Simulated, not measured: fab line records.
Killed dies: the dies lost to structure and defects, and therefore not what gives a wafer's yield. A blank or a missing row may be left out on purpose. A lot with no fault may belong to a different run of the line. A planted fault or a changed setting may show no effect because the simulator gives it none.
Which tool did it? ; flow berkeley-cmos170 ; Sampling: 15 lots, 45 wafers, 4 of 331 route steps

== WHAT THE GAUGES READ, wafer by wafer ==
UCB170_M2_RS_MEAS_02: the measuring method here is four-point-probe. Usual: M2_AL_RS 0.0323 ohm/sq, standard deviation 0.00039.
lot;measured;on;M2_AL_RS (ohm/sq);flag
L951;day 7 10:10;film-metro-03;0.0322 0.0323 0.0325;
L954;day 7 21:53;film-metro-03;0.0162 0.0159 0.0160 0.0161 0.0159 0.0161;OFF
L953;day 7 21:54;film-metro-01;0.0326 0.0325 0.0327;
L956;day 8 09:12;film-metro-03;0.0321 0.0324 0.0319;
L955;day 8 17:16;film-metro-04;0.0323 0.0322 0.0328;
L960;day 9 03:23;film-metro-01;0.0162 0.0159 0.0160 0.0162 0.0160 0.0160;OFF
L957;day 9 03:59;film-metro-04;0.0161 0.0162 0.0160 0.0161 0.0161 0.0160;OFF
L963;day 10 00:17;film-metro-03;0.0323 0.0320 0.0324;
L965;day 10 00:34;film-metro-01;0.0325 0.0323 0.0318;
L966;day 10 10:32;film-metro-01;0.0325 0.0324 0.0332;
L967;day 11 07:59;film-metro-03;0.0319 0.0325 0.0328;
L968;day 11 08:13;film-metro-04;0.0326 0.0327 0.0327;
L971;day 12 00:15;film-metro-04;0.0322 0.0324 0.0329;
L969;day 12 00:26;film-metro-01;0.0330 0.0324 0.0329;
L972;day 12 04:28;film-metro-01;0.0323 0.0321 0.0325;

== EACH LOT AND THE TOOL THAT RAN IT (in order: tool; ch and the chambers of the sampled wafers; start) ==
lot;UCB170_M1_ETCH_11;UCB170_V1_ETCH_14;UCB170_M2_SPUTTER_01
L951;rie-diel-01 ch 0,2, day 7 04:09;rie-diel-03 ch 0,2,3, day 7 09:35;pvd-sputter-02, day 7 10:04
L954;rie-diel-04 ch 0,1, day 7 13:08;rie-diel-04 ch 0,2, day 7 20:41;pvd-sputter-03, day 7 21:33
L953;rie-diel-04 ch 1,2,3, day 7 14:18;rie-diel-03 ch 0,1,2, day 7 20:55;pvd-sputter-02, day 7 21:47
L956;rie-diel-03 ch 1,2, day 8 02:19;rie-diel-04 ch 1,2, day 8 08:39;pvd-sputter-03, day 8 09:07
L955;rie-diel-01 ch 0,1,3, day 8 08:46;rie-diel-03 ch 0,1,3, day 8 16:43;pvd-sputter-01, day 8 17:10
L960;rie-diel-03 ch 1,3, day 8 20:41;rie-diel-03 ch 1,2,3, day 9 02:35;pvd-sputter-03, day 9 03:02
L957;rie-diel-03 ch 2,3, day 8 21:29;rie-diel-04 ch 1,2,3, day 9 03:11;pvd-sputter-02, day 9 03:39
L963;rie-diel-01 ch 0,3, day 9 16:14;rie-diel-04 ch 0,1,2, day 9 23:44;pvd-sputter-02, day 10 00:12
L965;rie-diel-03 ch 1,2, day 9 16:47;rie-diel-02 ch 0,2, day 9 23:58;pvd-sputter-03, day 10 00:26
L966;rie-diel-01 ch 1,2,3, day 10 03:38;rie-diel-04 ch 0,3, day 10 09:59;pvd-sputter-02, day 10 10:28
L967;rie-diel-01 ch 0,3, day 11 00:56;rie-diel-04 ch 0,1,2, day 11 07:22;pvd-sputter-03, day 11 07:50
L968;rie-diel-04 ch 0,1,3, day 11 00:57;rie-diel-02 ch 0,1,2, day 11 07:39;pvd-sputter-02, day 11 08:07
L971;rie-diel-04 ch 0,2,3, day 11 17:50;rie-diel-03 ch 1,2, day 11 23:42;pvd-sputter-01, day 12 00:10
L969;rie-diel-01 ch 0,1,2, day 11 17:53;rie-diel-02 ch 2,3, day 11 23:53;pvd-sputter-03, day 12 00:22
L972;rie-diel-04 ch 1,2, day 11 22:20;rie-diel-04 ch 0,2, day 12 03:55;pvd-sputter-03, day 12 04:22
- UCB170_M1_ETCH_11: etches BARC in N2/H2.
- UCB170_V1_ETCH_14: etches SiO2 in CHF3/CF4/Ar, stops on Al, target depth 1250 nm, time 291 s.
- UCB170_M2_SPUTTER_01: material Al, target thk 900 nm, time 120 s.

== AS READ BY THE TOOLS THEMSELVES (means over the sampled wafers that have a number; for cases with no such wafer, the mark the record gives instead) ==
UCB170_M1_ETCH_11. Usual: drypump-motor-current-A 5.7 A, standard deviation 0.48; n2-flow-sccm 99.97 sccm, standard deviation 0.3; oes-product-au 0.985 a.u., standard deviation 0.023; throttle-valve-pct 13.40 %, standard deviation 0.15.
lot;tool;drypump-motor-current-A (A);n2-flow-sccm (sccm);oes-product-au (a.u.);throttle-valve-pct (%);flag
L951;rie-diel-01;6.0;100.07;0.984;13.48;
L954;rie-diel-04;6.2;100.13;0.964;13.43;
L953;rie-diel-04;5.8;99.92;0.962;13.30;
L956;rie-diel-03;6.0;100.02;1.023;13.49;
L955;rie-diel-01;5.5;100.31;0.993;13.46;
L960;rie-diel-03;5.4;100.05;0.983;13.35;
L957;rie-diel-03;5.4;99.67;0.983;13.31;
L963;rie-diel-01;5.2;100.21;0.991;13.52;
L965;rie-diel-03;5.8;100.02;1.005;13.45;
L966;rie-diel-01;6.0;99.99;0.999;13.45;
L967;rie-diel-01;5.4;100.06;0.988;13.54;
L968;rie-diel-04;6.0;100.00;0.979;13.35;
L971;rie-diel-04;5.6;99.64;0.974;13.38;
L969;rie-diel-01;5.8;99.80;1.002;13.43;
L972;rie-diel-04;6.0;99.92;0.957;13.36;

UCB170_V1_ETCH_14. Usual: cf4-flow-sccm 15.00 sccm, standard deviation 0.048; drypump-motor-current-A 5.7 A, standard deviation 0.38; mfc-ar-sccm 150.0 sccm, standard deviation 0.39; oes-product-au 0.879 a.u., standard deviation 0.014; throttle-valve-pct 7.00 %, standard deviation 0.11.
lot;tool;cf4-flow-sccm (sccm);drypump-motor-current-A (A);mfc-ar-sccm (sccm);oes-product-au (a.u.);throttle-valve-pct (%);flag
L951;rie-diel-03;15.04;5.6;149.7;0.884;6.92;
L954;rie-diel-04;15.00;5.6;149.8;0.874;7.14;
L953;rie-diel-03;15.02;5.8;150.1;0.888;6.98;
L956;rie-diel-04;15.06;6.1;149.7;0.858;6.99;
L955;rie-diel-03;15.01;5.4;150.1;0.882;6.93;
L960;rie-diel-03;15.03;5.6;150.0;0.876;6.97;
L957;rie-diel-04;15.02;5.8;149.8;0.868;6.94;
L963;rie-diel-04;15.03;5.8;149.9;0.871;7.06;
L965;rie-diel-02;15.02;5.8;149.9;0.884;7.08;
L966;rie-diel-04;14.98;5.7;150.4;0.891;7.05;
L967;rie-diel-04;15.01;5.8;149.5;0.872;7.07;
L968;rie-diel-02;15.02;5.5;149.7;0.881;7.02;
L971;rie-diel-03;14.99;5.8;150.0;0.887;7.02;
L969;rie-diel-02;14.99;5.5;150.2;0.879;7.10;
L972;rie-diel-04;14.99;5.6;150.1;0.876;7.13;

UCB170_M2_SPUTTER_01. Usual: chamber-pressure-pa 0.5000 Pa, standard deviation 0.0011; throttle-valve-pct 29.9 %, standard deviation 0.98.
lot;tool;chamber-pressure-pa (Pa);throttle-valve-pct (%);flag
L951;pvd-sputter-02;0.4993;29.3;
L954;pvd-sputter-03;0.4995;30.3;
L953;pvd-sputter-02;0.5008;30.4;
L956;pvd-sputter-03;0.5010;29.3;
L955;pvd-sputter-01;0.4997;30.4;
L960;pvd-sputter-03;0.5007;30.3;
L957;pvd-sputter-02;0.5003;29.7;
L963;pvd-sputter-02;0.4992;30.4;
L965;pvd-sputter-03;0.5007;30.2;
L966;pvd-sputter-02;0.5009;29.3;
L967;pvd-sputter-03;0.4995;30.2;
L968;pvd-sputter-02;0.4991;29.5;
L971;pvd-sputter-01;0.4987;30.3;
L969;pvd-sputter-03;0.4992;30.1;
L972;pvd-sputter-03;0.5005;30.1;

== THE ANSWER, worked out from the rows above alone ==
Rule: take the mean of a lot's wafers that have a number; if it is more than 3 standard deviations from the usual mean, the lot is off. A lot without any number at a reading at which 4 lots or more have one is off too. The other lots that the step has rows for count as sound. First the gauges in route order, then the tools' own readings, where a lot's mean is used as printed above. At the first step where some lot is off, the reading lying furthest off is the one used; lots without a number count as furthest.
Off: at UCB170_M2_RS_MEAS_02 (M2_AL_RS), L954, L960, L957.
A tool fits if, at a process step before that reading, it ran every lot that is off, and no sound lot after the first of them. Gauges at UCB170_M2_RS_MEAS_02: tried the same way as those tools. None of those tried fits.

== WHAT HAD BEEN PUT IN BY THE SIMULATOR ==
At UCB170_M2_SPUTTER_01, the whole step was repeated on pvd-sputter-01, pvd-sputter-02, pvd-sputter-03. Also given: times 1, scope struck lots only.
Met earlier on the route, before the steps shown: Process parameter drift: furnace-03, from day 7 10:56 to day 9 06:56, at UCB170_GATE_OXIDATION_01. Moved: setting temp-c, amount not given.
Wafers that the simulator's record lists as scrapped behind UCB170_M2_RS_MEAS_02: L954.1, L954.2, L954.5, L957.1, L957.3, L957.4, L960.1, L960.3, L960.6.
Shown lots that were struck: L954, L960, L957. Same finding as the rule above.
